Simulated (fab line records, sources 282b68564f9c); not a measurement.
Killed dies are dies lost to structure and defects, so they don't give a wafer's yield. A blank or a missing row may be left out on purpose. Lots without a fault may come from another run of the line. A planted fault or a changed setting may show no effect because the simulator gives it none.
Which tool did it? | flow rit_cmos | 7 lots, 21 wafers sampled, at 1 step of a route of 202

WHAT THE GAUGES READ, wafer by wafer
RIT_SILICIDE_RS_MEAS_02: measures by four-point-probe.
lot  | measured    | on            | SILICIDE_TI_RS (ohm/sq)
L779 | day 4 02:35 | film_metro-04 | 48.8 48.5 48.0
L781 | day 4 19:14 | film_metro-04 | 48.4 48.4 47.5
L783 | day 5 03:58 | film_metro-03 | 49.7 48.7 48.8
L786 | day 5 22:56 | film_metro-02 | 45.9 47.4 45.9
L792 | day 6 16:05 | film_metro-04 | 47.8 47.4 47.2
L794 | day 7 01:44 | film_metro-02 | 48.1 48.3 48.6
L799 | day 7 15:45 | film_metro-04 | 49.3 49.1 49.0

WHICH TOOL RAN EACH LOT (tool, then ch and the chambers of the sampled wafers, then the start)
The record holds no process step before these readings.

THE ANSWER, worked out from the rows above alone
Rule: what is usual is taken from the lots themselves. Put in order of their means at a reading, lots are off if they are a third of the lots or fewer, leave a main group of 4 or more, and stand apart from it by a gap of 3 or more times the standard deviation of the main group's means; of several such gaps the widest counts. A main group whose means are all the same, to the digits that the tables above print for the reading, isn't used. A lot without any number at a reading at which 4 lots or more have one is off too. The other lots that the step has rows for count as sound.
No lot is off at any reading shown: from this, nothing can be told.

WHAT THE SIMULATOR HAD PUT IN
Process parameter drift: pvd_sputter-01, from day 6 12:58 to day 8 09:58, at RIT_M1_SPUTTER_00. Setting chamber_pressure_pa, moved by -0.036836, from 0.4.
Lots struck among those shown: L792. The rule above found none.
